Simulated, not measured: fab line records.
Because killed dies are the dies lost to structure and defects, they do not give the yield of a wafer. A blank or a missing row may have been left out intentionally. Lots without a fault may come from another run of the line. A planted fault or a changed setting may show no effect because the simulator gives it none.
fab line records    flow ritCmos    part 1 of 2: steps 1 to 31 of 45
record: lots: 5  wafers: 15  lastDay: 7
route steps=202 shown PRETRO@67 GATE@75 FOX2@80 REOX@98 NLDD@103
lots untouched by any fault: they come from a run of this same line in which no faults occurred
startH: the number of hours between the record's first day and the start of the first shown wafer of the lot    waitH: hours since the lot's step before    " same as the row above    L1.1+2: one row covering several wafers at once    - no value, or no start was given    * or withheld: withheld    < > ~ a bound
route shown NAME@n: NAME is a module with steps in the file, n the number in the route of the first one    usual: mean/standard deviation taken from wafers without a fault    same: alike in all rows    chamber/n: place in a boat    sites: per-site readings    _std_site: how widely they spread, as a standard deviation    _edge_site: the outer-site mean with the inner-site mean subtracted    radiusMm: for every site, how far away it sits from the centre of the wafer    mask NAME#n: copy n    behind: the last tool/chamber to shape the wafer    hold: why the lot went on hold/how many hours it stayed there/how the hold came to an end    device: whichever transistor did not switch (one of n, p or np)    end of line: the tests these same wafers got at the end of their route    a step with no rows: only its recipe    killed: at the first sort, the dies lost to defects and structure; wafer yield is something else    map: shows each die of a wafer: x if killed, . if not, _ if none is there
set.NAME: the run value of the setting; set.NAME@STEP: its run value at that earlier step    model.NAME: the simulator's own value behind a step, which no gauge read
certain route steps with their lots: each step a table, each wafer a row
services: from which hour (startH, from the record's first day; less than 0 if before it) a tool's chamber was out of use, for how many hours, and why
== steps ==
step: RIT_PRETRO_EXPOSE_03
recipe: maskId: M5  na: 0.57  targetCdNm: 43700  doseMj: 250
usual: reticleTempC: 23.00/0.11
lot.wafer  tool             chamber  startH  waitH  mask  reticleTempC
L078.1     ilineStepper-01  0        51.53   0.2    M5#0  22.98
L078.5     "                0        "       "      M5#0  22.86
L078.6     "                0        "       "      M5#0  22.84
L083.1     ilineStepper-02  0        78.45   0.1    M5#0  23.08
L083.2     "                0        "       "      M5#0  22.89
L083.5     "                0        "       "      M5#0  22.98
L091.3     ilineStepper-01  0        115.09  0.2    M5#0  22.98
L091.4     "                0        "       "      M5#0  23.05
L091.5     "                0        "       "      M5#0  22.95
L095.1     ilineStepper-02  0        135.01  0.1    M5#0  22.84
L095.3     "                0        "       "      M5#0  23.21
L095.6     "                0        "       "      M5#0  22.99
L096.2     ilineStepper-02  0        140.02  0.1    M5#0  23.13
L096.3     "                0        "       "      M5#0  22.99
L096.4     "                0        "       "      M5#0  23.02
step: RIT_PRETRO_PEB_04
recipe: resist: NOVOLAK  tempC: withheld  timeS: withheld
lot.wafer   tool           chamber  startH  waitH
L078.1+5+6  lithoTrack-04  0        51.65   0.1
L083.1+2+5  lithoTrack-01  0        78.57   0.1
L091.3+4+5  lithoTrack-02  0        115.21  0.1
L095.1+3+6  lithoTrack-02  0        135.12  0.1
L096.2+3+4  lithoTrack-04  0        140.14  0.1
step: RIT_PRETRO_DEVELOP_05
recipe: resist: NOVOLAK  developTimeS: 68  devTempC: 23
lot.wafer   tool           chamber  startH  waitH
L078.1+5+6  lithoTrack-04  0        -       -
L083.1+2+5  lithoTrack-01  0        -       -
L091.3+4+5  lithoTrack-02  0        -       -
L095.1+3+6  lithoTrack-02  0        -       -
L096.2+3+4  lithoTrack-04  0        -       -
step: RIT_PRETRO_OVL_MEAS_06
usual: PRETRO_OVL: 0.1/1.5
lot.wafer  tool        chamber  startH  waitH  PRETRO_OVL[nm]
L078.1     overlay-01  -        51.96   -      2.7
L078.5     "           -        "       "      2.0
L078.6     "           -        "       "      3.8
L083.1     overlay-01  -        78.88   -      -1.5
L083.2     "           -        "       "      -1.6
L083.5     "           -        "       "      -0.1
L091.3     overlay-02  -        115.49  -      1.9
L091.4     "           -        "       "      1.4
L091.5     "           -        "       "      2.7
L095.1     overlay-02  -        135.44  -      0.4
L095.3     "           -        "       "      1.3
L095.6     "           -        "       "      -0.9
L096.2     overlay-02  -        140.44  -      1.5
L096.3     "           -        "       "      1.8
L096.4     "           -        "       "      0.6
step: RIT_PRETRO_HARDBAKE_07
recipe: resist: NOVOLAK  tempC: 140  timeS: 120
lot.wafer   tool           chamber  startH  waitH
L078.1+5+6  lithoTrack-04  0        52.00   0.0
L083.1+2+5  lithoTrack-02  0        78.92   0.0
L091.3+4+5  lithoTrack-02  0        115.60  0.1
L095.1+3+6  lithoTrack-04  0        135.47  0.0
L096.2+3+4  lithoTrack-01  0        140.51  0.1
step: RIT_PRETRO_IMPLANT_08
recipe: species: B  energyKev: 45  doseCm2: 1.177e+13  tiltDeg: 7
usual: beamEnergyKeV: 45.000/0.015
lot.wafer  tool          chamber  startH  waitH  beamEnergyKeV
L078.1     implanter-02  0        52.25   0.2    45.001
L078.5     "             0        "       "      44.982
L078.6     "             0        "       "      44.994
L083.1     implanter-04  0        79.17   0.2    45.004
L083.2     "             0        "       "      45.006
L083.5     "             0        "       "      44.987
L091.3     implanter-02  0        115.81  0.2    45.004
L091.4     "             0        "       "      44.986
L091.5     "             0        "       "      45.005
L095.1     implanter-02  0        135.72  0.2    45.004
L095.3     "             0        "       "      45.016
L095.6     "             0        "       "      44.998
L096.2     implanter-02  0        140.74  0.2    44.989
L096.3     "             0        "       "      44.977
L096.4     "             0        "       "      44.978
step: RIT_PRETRO_STRIP_09
recipe: chemistry: O2  timeS: 180  resist: NOVOLAK  platenTempC: withheld  powerW: 500  pressureMtorr: 4000  o2FlowSccm: 4000
usual: drypumpMotorCurrentA: 5.6/0.49
lot.wafer  tool            chamber  startH  waitH  drypumpMotorCurrentA  rfHoursCounterH
L078.1     plasmaAsher-01  1        52.40   0.1    5.6                   43
L078.5     "               1        "       "      5.6                   -
L078.6     "               0        "       "      5.6                   -
L083.1     plasmaAsher-02  1        79.32   0.1    4.9                   36
L083.2     "               0        "       "      6.3                   36
L083.5     "               1        "       "      4.9                   -
L091.3     plasmaAsher-01  0        115.97  0.1    5.6                   -
L091.4     "               1        "       "      5.6                   -
L091.5     "               1        "       "      5.6                   -
L095.1     plasmaAsher-03  1        135.87  0.1    6.1                   52
L095.3     "               0        "       "      5.1                   -
L095.6     "               1        "       "      6.0                   -
L096.2     plasmaAsher-02  0        140.87  0.1    6.3                   2
L096.3     "               0        "       "      6.3                   -
L096.4     "               1        "       "      4.8                   -
step: RIT_PRETRO_TW_MEAS_10
usual: PRETRO_TW: 470.8/2.7
lot.wafer  tool          chamber  startH  waitH  PRETRO_TW
L078.1     filmMetro-01  -        52.57   0.1    465.9
L078.5     "             -        "       "      468.4
L078.6     "             -        "       "      468.1
L083.1     filmMetro-02  -        79.49   0.1    473.5
L083.2     "             -        "       "      470.3
L083.5     "             -        "       "      473.5
L091.3     filmMetro-01  -        116.11  0.1    466.5
L091.4     "             -        "       "      467.0
L091.5     "             -        "       "      464.5
L095.1     filmMetro-01  -        136.05  0.1    471.1
L095.3     "             -        "       "      469.2
L095.6     "             -        "       "      469.2
L096.2     filmMetro-02  -        141.05  0.1    473.1
L096.3     "             -        "       "      474.8
L096.4     "             -        "       "      474.8
step: RIT_GATE_WET_ETCH_00
recipe: chemistry: BOE  target: SiO2  targetDepthNm: 56  timeS: 60  dry: n2Spin  dilution: 10:1  tempC: 21.5
lot.wafer   tool         chamber  startH  waitH
L078.1+5+6  wetBench-03  2        52.63   0.1
L083.1+2+5  wetBench-04  1        79.55   0.1
L091.3+4+5  wetBench-04  0        116.15  0.0
L095.1+3+6  wetBench-03  3        136.11  0.1
L096.2+3+4  wetBench-04  2        141.10  0.0
step: RIT_GATE_CLEAN_01
recipe: chemistry: SC1  mix: 3:3:50  timeS: 600  tempC: 75
lot.wafer   tool         chamber  startH  waitH
L078.1+5+6  wetBench-01  1        52.66   0.0
L083.1+2+5  wetBench-03  0        79.58   0.0
L091.3+4+5  wetBench-01  3        116.17  0.0
L095.1+3+6  wetBench-01  3        136.13  0.0
L096.2+3+4  wetBench-01  3        141.13  0.0
step: RIT_GATE_CLEAN_02
recipe: chemistry: dHF  dilution: 50:1  timeS: 30
lot.wafer   tool         chamber  startH  waitH
L078.1+5+6  wetBench-04  3        52.83   0.0
L083.1+2+5  wetBench-01  2        79.75   0.0
L091.3+4+5  wetBench-03  3        116.36  0.0
L095.1+3+6  wetBench-04  0        136.31  0.0
L096.2+3+4  wetBench-03  0        141.30  0.0
step: RIT_GATE_CLEAN_03
recipe: chemistry: SC2  mix: 3:3:50  timeS: 600  tempC: 75  dry: n2Spin
lot.wafer   tool         chamber  startH  waitH
L078.1+5+6  wetBench-03  0        52.85   0.0
L083.1+2+5  wetBench-04  2        79.77   0.0
L091.3+4+5  wetBench-04  3        116.38  0.0
L095.1+3+6  wetBench-03  2        136.32  0.0
L096.2+3+4  wetBench-04  2        141.32  0.0
step: RIT_GATE_CLEAN_04
recipe: chemistry: dHF  dilution: 50:1  timeS: 60  dry: n2Spin
lot.wafer   tool         chamber  startH  waitH
L078.1+5+6  wetBench-01  1        53.02   0.0
L083.1+2+5  wetBench-03  2        79.94   0.0
L091.3+4+5  wetBench-03  3        116.56  0.0
L095.1+3+6  wetBench-01  3        136.50  0.0
L096.2+3+4  wetBench-01  3        141.49  0.0
step: RIT_FOX2_THK_MEAS_91
recipe: reads: SiO2_of_FOX2_OXIDATION_00
usual: FIELD_OXIDE_LEFT_2_THK: 258/6.5
lot.wafer  tool          chamber  startH  waitH  FIELD_OXIDE_LEFT_2_THK[nm]
L078.1     filmMetro-04  -        53.05   0.0    258
L078.5     "             -        "       "      259
L078.6     "             -        "       "      256
L083.1     filmMetro-01  -        79.97   0.0    255
L083.2     "             -        "       "      252
L083.5     "             -        "       "      255
L091.3     filmMetro-02  -        116.60  0.0    264
L091.4     "             -        "       "      258
L091.5     "             -        "       "      256
L095.1     filmMetro-01  -        136.52  0.0    261
L095.3     "             -        "       "      263
L095.6     "             -        "       "      268
L096.2     filmMetro-04  -        141.53  0.0    246
L096.3     "             -        "       "      248
L096.4     "             -        "       "      246
step: RIT_GATE_OXIDATION_05
recipe: tempC: 900  ambient: O2  targetThkA: 30  oxTimeS: 270
usual: oxTempCMax: 903.5/0.84  spikeTcLoadC: 923.4/1.1
lot.wafer  tool        chamber  startH  waitH  oxTempCMax  spikeTcLoadC
L078.1     furnace-01  0        53.11   0.1    902.6       924.7
L078.5     "           0        "       "      902.8       922.9
L078.6     "           0        "       "      903.0       922.8
L083.1     furnace-01  0        80.03   0.1    903.6       923.8
L083.2     "           0        "       "      903.7       924.7
L083.5     "           0        "       "      903.2       924.6
L091.3     furnace-02  0        116.64  0.0    903.6       923.0
L091.4     "           0        "       "      904.7       924.1
L091.5     "           0        "       "      903.7       922.2
L095.1     furnace-02  0        137.05  0.5    904.1       922.6
L095.3     "           0        "       "      904.7       923.6
L095.6     "           0        "       "      904.2       923.7
L096.2     furnace-03  0        141.58  0.0    902.8       924.9
L096.3     "           0        "       "      902.7       923.1
L096.4     "           0        "       "      903.4       921.7
step: RIT_GATE_ANNEAL_06
recipe: tempC: 900  timeS: 600  ambient: N2O
usual: spikeTcLoadC: 923.4/0.98
lot.wafer  tool        chamber  startH  waitH  spikeTcLoadC
L078.1     furnace-01  0        54.18   0.0    922.7
L078.5     "           0        "       "      924.2
L078.6     "           0        "       "      924.0
L083.1     furnace-01  0        81.10   0.0    924.4
L083.2     "           0        "       "      924.7
L083.5     "           0        "       "      924.1
L091.3     furnace-01  0        117.72  0.0    923.8
L091.4     "           0        "       "      923.8
L091.5     "           0        "       "      923.8
L095.1     furnace-01  0        138.13  0.0    924.7
L095.3     "           0        "       "      922.6
L095.6     "           0        "       "      922.4
L096.2     furnace-01  0        142.65  0.0    921.3
L096.3     "           0        "       "      922.4
L096.4     "           0        "       "      922.9
step: RIT_GATE_THK_MEAS_07
recipe: reads: SiO2_of_GATE_OXIDATION_05
usual: GATE_OXIDE_THK: 3.03/0.07
lot.wafer  tool          chamber  startH  waitH  GATE_OXIDE_THK[nm]
L078.1     filmMetro-01  -        54.43   0.0    3.12
L078.5     "             -        "       "      3.06
L078.6     "             -        "       "      3.15
L083.1     filmMetro-01  -        81.35   0.0    3.09
L083.2     "             -        "       "      3.12
L083.5     "             -        "       "      3.12
L091.3     filmMetro-01  -        117.99  0.0    3.03
L091.4     "             -        "       "      3.03
L091.5     "             -        "       "      3.12
L095.1     filmMetro-02  -        138.38  0.0    3.01
L095.3     "             -        "       "      2.95
L095.6     "             -        "       "      2.97
L096.2     filmMetro-02  -        142.91  0.0    3.02
L096.3     "             -        "       "      3.03
L096.4     "             -        "       "      3.08
step: RIT_GATE_CVD_08
recipe: material: poly-Si  targetThkNm: 250  tempC: 610  precursor: SiH4  timeS: 2220  pressureMtorr: 300  sih4FlowSccm: 100
usual: spikeTcLoadC: 631.0/2
lot.wafer  tool      chamber  startH  waitH  spikeTcLoadC
L078.1     lpcvd-02  0        54.49   0.1    631.6
L078.5     "         0        "       "      629.5
L078.6     "         0        "       "      631.7
L083.1     lpcvd-01  0        81.41   0.1    628.3
L083.2     "         0        "       "      626.9
L083.5     "         0        "       "      628.0
L091.3     lpcvd-01  1        118.03  0.0    632.2
L091.4     "         1        "       "      632.4
L091.5     "         1        "       "      630.4
L095.1     lpcvd-02  0        138.44  0.1    631.7
L095.3     "         0        "       "      630.5
L095.6     "         0        "       "      630.3
L096.2     lpcvd-01  0        144.24  1.3    629.6
L096.3     "         0        "       "      628.7
L096.4     "         0        "       "      625.9
step: RIT_GATE_THK_MEAS_09
recipe: reads: poly-Si_of_GATE_CVD_08
usual: GATE_POLY_THK: 251.2/2.1
lot.wafer  tool          chamber  startH  waitH  GATE_POLY_THK[nm]
L078.1     filmMetro-02  -        56.11   0.0    250.0
L078.5     "             -        "       "      251.2
L078.6     "             -        "       "      248.8
L083.1     filmMetro-02  -        83.03   0.0    248.8
L083.2     "             -        "       "      251.5
L083.5     "             -        "       "      249.4
L091.3     filmMetro-01  -        120.47  0.0    251.7
L091.4     "             -        "       "      252.4
L091.5     "             -        "       "      252.0
L095.1     filmMetro-01  -        140.86  0.0    250.5
L095.3     "             -        "       "      250.6
L095.6     "             -        "       "      252.4
L096.2     filmMetro-02  -        147.89  0.0    249.5
L096.3     "             -        "       "      249.7
L096.4     "             -        "       "      247.0
step: RIT_GATE_HMDS_10
recipe: primeTimeS: 60  primeTempC: 140
lot.wafer   tool           chamber  startH  waitH
L078.1+5+6  lithoTrack-03  0        56.17   0.1
L083.1+2+5  lithoTrack-01  0        83.09   0.1
L091.3+4+5  lithoTrack-04  0        120.56  0.1
L095.1+3+6  lithoTrack-01  0        140.92  0.1
L096.2+3+4  lithoTrack-01  0        147.96  0.1
step: RIT_GATE_COAT_11
recipe: resist: NOVOLAK  spinRpm: 4250  resistThkNm: 850
lot.wafer   tool           chamber  startH  waitH
L078.1+5+6  lithoTrack-03  0        56.32   0.1
L083.1+2+5  lithoTrack-01  0        83.24   0.1
L091.3+4+5  lithoTrack-04  0        120.71  0.1
L095.1+3+6  lithoTrack-01  0        141.07  0.1
L096.2+3+4  lithoTrack-01  0        148.11  0.1
step: RIT_GATE_SOFTBAKE_12
recipe: resist: NOVOLAK  tempC: 90  timeS: 61.23
usual: plateSensorTCentreC: 90.969/0.012  plateSensorTEdgeC: 91.021/0.0093  softbakeTempC: 89.99/0.14
lot.wafer  tool           chamber  startH  waitH  plateSensorTCentreC  plateSensorTEdgeC  softbakeTempC
L078.1     lithoTrack-03  0        56.47   0.1    91.008               91.015             89.76
L078.5     "              0        "       "      90.952               91.031             89.91
L078.6     "              0        "       "      90.962               91.026             89.82
L083.1     lithoTrack-01  0        83.39   0.1    90.967               91.008             90.06
L083.2     "              0        "       "      90.963               91.042             90.08
L083.5     "              0        "       "      90.985               91.026             89.91
L091.3     lithoTrack-04  0        120.86  0.1    90.975               91.032             90.03
L091.4     "              0        "       "      90.965               91.018             90.05
L091.5     "              0        "       "      90.968               91.011             90.14
L095.1     lithoTrack-01  0        141.22  0.1    90.971               91.017             89.81
L095.3     "              0        "       "      90.966               91.002             89.91
L095.6     "              0        "       "      90.973               91.019             90.04
L096.2     lithoTrack-01  0        148.26  0.1    90.976               91.036             90.00
L096.3     "              0        "       "      90.974               91.010             90.00
L096.4     "              0        "       "      90.962               91.011             89.98
step: RIT_GATE_EXPOSE_13
recipe: maskId: M6  na: 0.6  sourceShape: conventional  sigmaOuter: 0.6  targetCdNm: 150  doseMj: 380
usual: reticleTempC: 22.97/0.1
lot.wafer  tool             chamber  startH  waitH  mask  reticleTempC
L078.1     ilineStepper-01  0        56.62   0.1    M6#0  23.00
L078.5     "                0        "       "      M6#0  22.98
L078.6     "                0        "       "      M6#0  22.96
L083.1     ilineStepper-01  0        83.54   0.1    M6#0  23.07
L083.2     "                0        "       "      M6#0  23.07
L083.5     "                0        "       "      M6#0  23.00
L091.3     ilineStepper-02  0        121.00  0.1    M6#0  23.14
L091.4     "                0        "       "      M6#0  23.10
L091.5     "                0        "       "      M6#0  23.18
L095.1     ilineStepper-01  0        141.50  0.2    M6#0  22.97
L095.3     "                0        "       "      M6#0  22.91
L095.6     "                0        "       "      M6#0  22.82
L096.2     ilineStepper-02  0        148.53  0.2    M6#0  23.00
L096.3     "                0        "       "      M6#0  23.03
L096.4     "                0        "       "      M6#0  22.99
step: RIT_GATE_PEB_14
recipe: resist: NOVOLAK  tempC: withheld  timeS: withheld
lot.wafer   tool           chamber  startH  waitH
L078.1+5+6  lithoTrack-03  0        56.74   0.1
L083.1+2+5  lithoTrack-03  0        83.66   0.1
L091.3+4+5  lithoTrack-01  0        121.13  0.1
L095.1+3+6  lithoTrack-03  0        141.71  0.2
L096.2+3+4  lithoTrack-03  0        148.65  0.1
step: RIT_GATE_DEVELOP_15
recipe: resist: NOVOLAK  developTimeS: 50  devTempC: 23
lot.wafer   tool           chamber  startH  waitH
L078.1+5+6  lithoTrack-03  0        -       -
L083.1+2+5  lithoTrack-03  0        -       -
L091.3+4+5  lithoTrack-01  0        -       -
L095.1+3+6  lithoTrack-03  0        -       -
L096.2+3+4  lithoTrack-03  0        -       -
step: RIT_GATE_CD_MEAS_16
recipe: targetCdNm: 150
usual: cdNm: 149.6/2.4
lot.wafer  tool      chamber  startH  waitH  cdNm
L078.1     cdSem-02  -        57.02   -      154.2
L078.5     "         -        "       "      152.7
L078.6     "         -        "       "      153.0
L083.1     cdSem-01  -        83.94   -      149.4
L083.2     "         -        "       "      148.2
L083.5     "         -        "       "      146.0
L091.3     cdSem-02  -        121.40  -      149.4
L091.4     "         -        "       "      149.8
L091.5     "         -        "       "      148.0
L095.1     cdSem-02  -        141.99  -      150.4
L095.3     "         -        "       "      153.2
L095.6     "         -        "       "      150.3
L096.2     cdSem-02  -        148.93  -      146.6
L096.3     "         -        "       "      151.6
L096.4     "         -        "       "      150.6
step: RIT_GATE_OVL_MEAS_17
usual: GATE_OVL: -1.4/1.2
lot.wafer  tool        chamber  startH  waitH  GATE_OVL[nm]
L078.1     overlay-01  -        57.14   0.1    -1.6
L078.5     "           -        "       "      -0.8
L078.6     "           -        "       "      -0.9
L083.1     overlay-02  -        84.06   0.1    -0.9
L083.2     "           -        "       "      -1.0
L083.5     "           -        "       "      -0.5
L091.3     overlay-02  -        121.49  0.1    0.2
L091.4     "           -        "       "      -1.1
L091.5     "           -        "       "      -1.1
L095.1     overlay-01  -        142.11  0.1    -1.3
L095.3     "           -        "       "      -1.4
L095.6     "           -        "       "      -0.9
L096.2     overlay-01  -        149.04  0.1    -1.6
L096.3     "           -        "       "      -2.2
L096.4     "           -        "       "      -2.7
step: RIT_GATE_HARDBAKE_18
recipe: resist: NOVOLAK  tempC: 140  timeS: 60
lot.wafer   tool           chamber  startH  waitH
L078.1+5+6  lithoTrack-03  0        57.18   0.0
L083.1+2+5  lithoTrack-01  0        84.10   0.0
L091.3+4+5  lithoTrack-04  0        121.57  0.1
L095.1+3+6  lithoTrack-04  0        142.15  0.0
L096.2+3+4  lithoTrack-01  0        149.09  0.0
step: RIT_GATE_ETCH_19
recipe: chemistry: SF6/CHF3/O2  timeS: 165  SF6_flow_sccm: 30  CHF3_flow_sccm: 30  O2_flow_sccm: 5  target: poly-Si  pressureMtorr: 40  rfW: 160  targetDepthA: 3125  overEtchFrac: 0.25  stopOn: SiO2
usual: O2_flow_sccm: 5.000/0.016  drypumpMotorCurrentA: 5.7/0.42  oesProductAu: 0.850/0.013  throttleValvePct: 10.26/0.16
lot.wafer  tool      chamber  startH  waitH  O2_flow_sccm  drypumpMotorCurrentA  oesProductAu  rfHoursCounterH  throttleValvePct
L078.1     rieSi-01  3        57.33   0.1    4.985         5.8                   0.844         62               10.26
L078.5     "         0        "       "      5.010         6.5                   0.847         -                10.00
L078.6     "         3        "       "      4.979         5.8                   0.831         -                10.26
L083.1     rieSi-02  1        84.25   0.1    5.005         5.7                   0.828         147              10.40
L083.2     "         3        "       "      5.008         5.1                   0.852         38               10.48
L083.5     "         2        "       "      5.023         5.4                   0.845         -                10.19
L091.3     rieSi-02  0        121.67  0.1    5.007         5.0                   0.846         4                10.09
L091.4     "         1        "       "      4.985         5.8                   0.840         147              10.41
L091.5     "         2        "       "      4.981         5.4                   0.843         -                10.20
L095.1     rieSi-02  2        142.30  0.1    4.996         5.4                   0.848         110              10.21
L095.3     "         3        "       "      4.982         5.1                   0.848         39               10.48
L095.6     "         0        "       "      4.986         5.1                   0.847         -                10.11
L096.2     rieSi-01  1        149.22  0.1    4.971         5.8                   0.860         58               10.21
L096.3     "         3        "       "      5.008         5.8                   0.837         63               10.26
L096.4     "         0        "       "      5.017         6.5                   0.841         66               9.98
step: RIT_GATE_STRIP_20
recipe: chemistry: O2  timeS: 180  resist: NOVOLAK  platenTempC: withheld  powerW: 500  pressureMtorr: 4000  o2FlowSccm: 4000
usual: drypumpMotorCurrentA: 5.5/0.37
lot.wafer  tool            chamber  startH  waitH  drypumpMotorCurrentA  rfHoursCounterH
L078.1     plasmaAsher-01  0        57.44   0.1    5.6                   43
L078.5     "               1        "       "      5.6                   -
L078.6     "               0        "       "      5.6                   -
L083.1     plasmaAsher-02  1        84.36   0.1    4.9                   37
L083.2     "               0        "       "      6.3                   37
L083.5     "               1        "       "      4.9                   -
L091.3     plasmaAsher-04  1        121.83  0.1    5.6                   -
L091.4     "               0        "       "      5.2                   -
L091.5     "               1        "       "      5.6                   -
L095.1     plasmaAsher-01  0        142.41  0.1    5.6                   51
L095.3     "               0        "       "      5.6                   -
L095.6     "               0        "       "      5.6                   -
L096.2     plasmaAsher-02  0        149.33  0.1    6.3                   3
L096.3     "               1        "       "      4.9                   -
L096.4     "               0        "       "      6.3                   -
step: RIT_GATE_CD_MEAS_90
recipe: targetCdNm: 150
usual: cdNm: 149.5/2.4
lot.wafer  tool      chamber  startH  waitH  cdNm
L078.1     cdSem-02  -        57.61   0.1    153.5
L078.5     "         -        "       "      152.6
L078.6     "         -        "       "      153.0
L083.1     cdSem-02  -        84.53   0.1    149.3
L083.2     "         -        "       "      148.4
L083.5     "         -        "       "      146.4
L091.3     cdSem-01  -        121.99  0.1    149.5
L091.4     "         -        "       "      149.9
L091.5     "         -        "       "      148.3
L095.1     cdSem-01  -        142.58  0.1    150.0
L095.3     "         -        "       "      152.9
L095.6     "         -        "       "      150.1
L096.2     cdSem-01  -        149.52  0.1    146.7
L096.3     "         -        "       "      151.4
L096.4     "         -        "       "      150.1
